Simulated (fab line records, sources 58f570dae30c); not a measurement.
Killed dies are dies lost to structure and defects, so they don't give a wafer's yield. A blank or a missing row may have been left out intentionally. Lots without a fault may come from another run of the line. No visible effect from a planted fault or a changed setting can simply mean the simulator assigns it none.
Chamber matching || flow berkeleyCmos170 || UCB170_V2_CVD_00 on pecvd-04 has 3 sister chambers
The step deposits SiO2 from TEOS/O2, target thk 2000 nm, time 250 s. 6 wafers are shown with their chamber, then 7 later ones without.

== WAFERS PAIRED WITH THEIR CHAMBERS ==
{"wafer": "L841.6", "chamber": 1, "heaterPowerW (W)": 349}
{"wafer": "L846.2", "chamber": 2, "heaterPowerW (W)": 280}
{"wafer": "L846.4", "chamber": 2, "heaterPowerW (W)": 198}
{"wafer": "L846.6", "chamber": 0, "heaterPowerW (W)": 226}
{"wafer": "L845.1", "chamber": 1, "heaterPowerW (W)": 477}
{"wafer": "L845.3", "chamber": 0, "heaterPowerW (W)": 292}

== WAFERS WITHOUT THEIR CHAMBER ==
{"wafer": "L845.4", "heaterPowerW (W)": 371}
{"wafer": "L848.1", "heaterPowerW (W)": 277}
{"wafer": "L848.4", "heaterPowerW (W)": 283}
{"wafer": "L848.5", "heaterPowerW (W)": 231}
{"wafer": "L850.3", "heaterPowerW (W)": 212}
{"wafer": "L850.4", "heaterPowerW (W)": 375}
{"wafer": "L850.5", "heaterPowerW (W)": 270}

== CHAMBER TAKEN BY EACH ==
{"wafer": "L845.4", "from the rows above": "can't be placed: 1 or 0 or 2", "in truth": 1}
{"wafer": "L848.1", "from the rows above": "can't be placed: 0 or 2 or 1", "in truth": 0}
{"wafer": "L848.4", "from the rows above": "can't be placed: 0 or 2 or 1", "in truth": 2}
{"wafer": "L848.5", "from the rows above": "can't be placed: 2 or 0", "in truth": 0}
{"wafer": "L850.3", "from the rows above": "can't be placed: 2 or 0", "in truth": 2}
{"wafer": "L850.4", "from the rows above": "can't be placed: 1 or 0 or 2", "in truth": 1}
{"wafer": "L850.5", "from the rows above": "can't be placed: 0 or 2 or 1", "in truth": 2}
0 of 7 placed correctly. Unplaceable from these rows: 7, with the true chamber sitting among the candidates in 7. Placed wrongly: 0.
How it was worked out, from the rows above alone: a wafer's distance from a chamber is the root of the sum, over the readings, of the square of ((its reading less the chamber's mean) divided by the reading's scatter). The wafer belongs to the nearest chamber; if the next one is less than 2 further off, it can't be placed. Each chamber's mean is taken over the wafers shown for it. The scatter: take each reading less its chamber's mean, square it, sum over the shown wafers, divide by the number of wafers less the number of chambers, and take the root.
